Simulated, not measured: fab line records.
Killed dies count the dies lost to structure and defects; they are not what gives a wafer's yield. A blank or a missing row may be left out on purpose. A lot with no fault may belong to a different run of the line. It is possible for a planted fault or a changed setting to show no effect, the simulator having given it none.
Which tool was responsible? ; flow berkeleyCmos170 ; Sampling: 14 lots, 42 wafers, 4 of 331 route steps

== WHAT EACH GAUGE READ, for each wafer ==
UCB170_PVT_OVL_MEAS_06.
lot;measured;on;PVT_OVL (nm)
L181;day 6 23:06;overlay-01;-2 -4 -3
L183;day 7 08:12;overlay-01;7 13 7
L185;day 7 15:56;overlay-02;3 -2 -4
L187;day 7 16:11;overlay-01;2 2 -3
L184;day 7 16:12;overlay-02;8 1 4
L189;day 8 12:44;overlay-02;-8 -8 -7
L191;day 9 02:22;overlay-02;12 3 1
L194;day 9 02:38;overlay-01;1 2 -2
L197;day 9 15:31;overlay-01;-4 -6 1
L199;day 10 09:05;overlay-01;-5 -7 -2
L198;day 10 09:30;overlay-01;1 -2 -5
L201;day 10 14:09;overlay-02;-4 -2 -6
L202;day 11 05:49;overlay-01;11 -3 8
L204;day 11 14:33;overlay-02;9 11 3

UCB170_SPACER_THK_MEAS_01.
lot;measured;on;SPACER_TEOS_THK (nm)
L181;day 7 17:59;filmMetro-04;385 382 379
L183;day 8 00:14;filmMetro-04;377 372 384
L185;day 8 11:52;filmMetro-02;376 373 377
L187;day 8 12:11;filmMetro-03;370 378 383
L184;day 8 11:36;filmMetro-03;373 378 368
L189;day 9 12:46;filmMetro-04;379 381 372
L191;day 10 05:11;filmMetro-03;383 386 379
L194;day 10 04:34;filmMetro-03;379 361 383
L197;day 10 15:41;filmMetro-03;377 375 382
L199;day 11 11:29;filmMetro-02;380 364 386
L198;day 11 10:43;filmMetro-04;368 378 388
L201;day 11 11:50;filmMetro-02;378 387 381
L202;day 12 02:29;filmMetro-02;364 385 373
L204;day 12 10:37;filmMetro-03;373 379 379

== EACH LOT AND THE TOOL THAT RAN IT (in order: tool; ch and the chambers of the sampled wafers; start) ==
lot;UCB170_GATE_STRIP_16;UCB170_PLDD_IMPLANT_09
L181;plasmaAsher-01 ch 0,1, day 7 11:55;implanter-02 ch 0, day 7 14:27
L183;plasmaAsher-04 ch 1, day 7 20:18;implanter-02 ch 0, day 7 21:58
L185;plasmaAsher-01 ch 0,1, day 8 05:26;implanter-01 ch 0, day 8 08:08
L187;plasmaAsher-03 ch 0,1, day 8 05:40;implanter-03 ch 0, day 8 08:16
L184;plasmaAsher-04 ch 0, day 8 05:29;implanter-02 ch 0, day 8 07:32
L189;plasmaAsher-01 ch 0, day 9 08:46;implanter-02 ch 0, day 9 10:20
L191;plasmaAsher-04 ch 0,1, day 9 23:22;implanter-01 ch 0, day 10 01:45
L194;plasmaAsher-03 ch 0,1, day 9 23:11;implanter-03 ch 0, day 10 01:15
L197;plasmaAsher-03 ch 0,1, day 10 09:40;implanter-02 ch 0, day 10 12:47
L199;plasmaAsher-01 ch 0,1, day 11 04:38;implanter-02 ch 0, day 11 07:54
L198;plasmaAsher-03 ch 0,1, day 11 04:19;implanter-03 ch 0, day 11 07:37
L201;plasmaAsher-01 ch 0,1, day 11 05:22;implanter-03 ch 0, day 11 08:11
L202;plasmaAsher-01 ch 0,1, day 11 19:25;implanter-01 ch 0, day 11 22:37
L204;plasmaAsher-04 ch 0,1, day 12 06:08;implanter-03 ch 0, day 12 07:59
- UCB170_GATE_STRIP_16: strips in O2.
- UCB170_PLDD_IMPLANT_09

== AS READ BY THE TOOLS THEMSELVES (means over the sampled wafers that have a number; for cases with no such wafer, the mark the record gives instead) ==
UCB170_GATE_STRIP_16.
lot;tool;drypumpMotorCurrentA (A);o2FlowSccm (sccm);oesProductAu (a.u.)
L181;plasmaAsher-01;5.9;399.7;0.725
L183;plasmaAsher-04;6.3;399.5;0.724
L185;plasmaAsher-01;5.7;399.5;0.718
L187;plasmaAsher-03;5.8;399.8;0.730
L184;plasmaAsher-04;5.7;398.1;0.721
L189;plasmaAsher-01;6.2;399.7;0.722
L191;plasmaAsher-04;6.1;399.1;0.726
L194;plasmaAsher-03;5.8;400.3;0.724
L197;plasmaAsher-03;5.8;400.4;0.726
L199;plasmaAsher-01;5.7;400.4;0.723
L198;plasmaAsher-03;5.8;400.6;0.726
L201;plasmaAsher-01;5.9;399.0;0.726
L202;plasmaAsher-01;5.7;400.2;0.722
L204;plasmaAsher-04;6.1;400.4;0.724

UCB170_PLDD_IMPLANT_09.
lot;tool;beamEnergyKeV;faradayCurrentUA;tiltDeg (degrees)
L181;implanter-02;9.998;157.0;7.011
L183;implanter-02;9.997;158.4;7.008
L185;implanter-01;9.996;157.7;6.996
L187;implanter-03;10.004;155.0;7.018
L184;implanter-02;10.000;160.5;6.999
L189;implanter-02;10.000;160.5;7.020
L191;implanter-01;10.001;158.6;6.996
L194;implanter-03;10.002;157.0;6.985
L197;implanter-02;10.525;161.8;7.004
L199;implanter-02;10.520;159.3;7.000
L198;implanter-03;10.003;157.0;6.982
L201;implanter-03;9.998;161.3;7.007
L202;implanter-01;9.996;158.7;7.015
L204;implanter-03;9.997;159.3;7.004

== THE ANSWER, worked out from the rows above alone ==
Rule: the lots themselves supply what counts as usual. Put in order of their means at a reading, lots are off if they are a third of the lots or fewer, leave a main group of 4 or more, and stand apart from it by a gap of 3 or more times the standard deviation of the main group's means; of several such gaps the widest counts. Not used: any main group whose means are identical at the precision the tables above print for the reading. A lot without any number at a reading at which 4 lots or more have one is off too. Where the step has rows for the other lots, those lots are counted as sound. Order of review: gauges by route order, followed by the tools' own readings, for which a lot's mean as printed above is used. At the first step where some lot is off, the reading lying furthest off is the one used; lots without a number count as furthest.
Off, at UCB170_PLDD_IMPLANT_09 on beamEnergyKeV: L197, L199. Main group: mean 9.999, sd 0.0026.
A tool fits if, at that step or a process step before it, it ran every lot that is off, and no sound lot after the first of them. One fits: implanter-02 at UCB170_PLDD_IMPLANT_09. Its last sound lot is L189 (day 9 10:20), its first lot that is off L197 (day 10 12:47): a fault that began between those two fits.
The tool's own readings at UCB170_PLDD_IMPLANT_09 bear it out: on the lots that are off they differ by more than 5 times the standard deviation of the sound lots' means. beamEnergyKeV reads 10.523 there against 9.999 on the sound lots.

== WHAT THE SIMULATOR PUT IN ==
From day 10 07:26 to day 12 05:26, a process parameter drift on implanter-02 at UCB170_PLDD_IMPLANT_09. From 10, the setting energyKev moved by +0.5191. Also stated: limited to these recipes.
Struck lots among those shown: L197, L199. This agrees with what the rule above found.
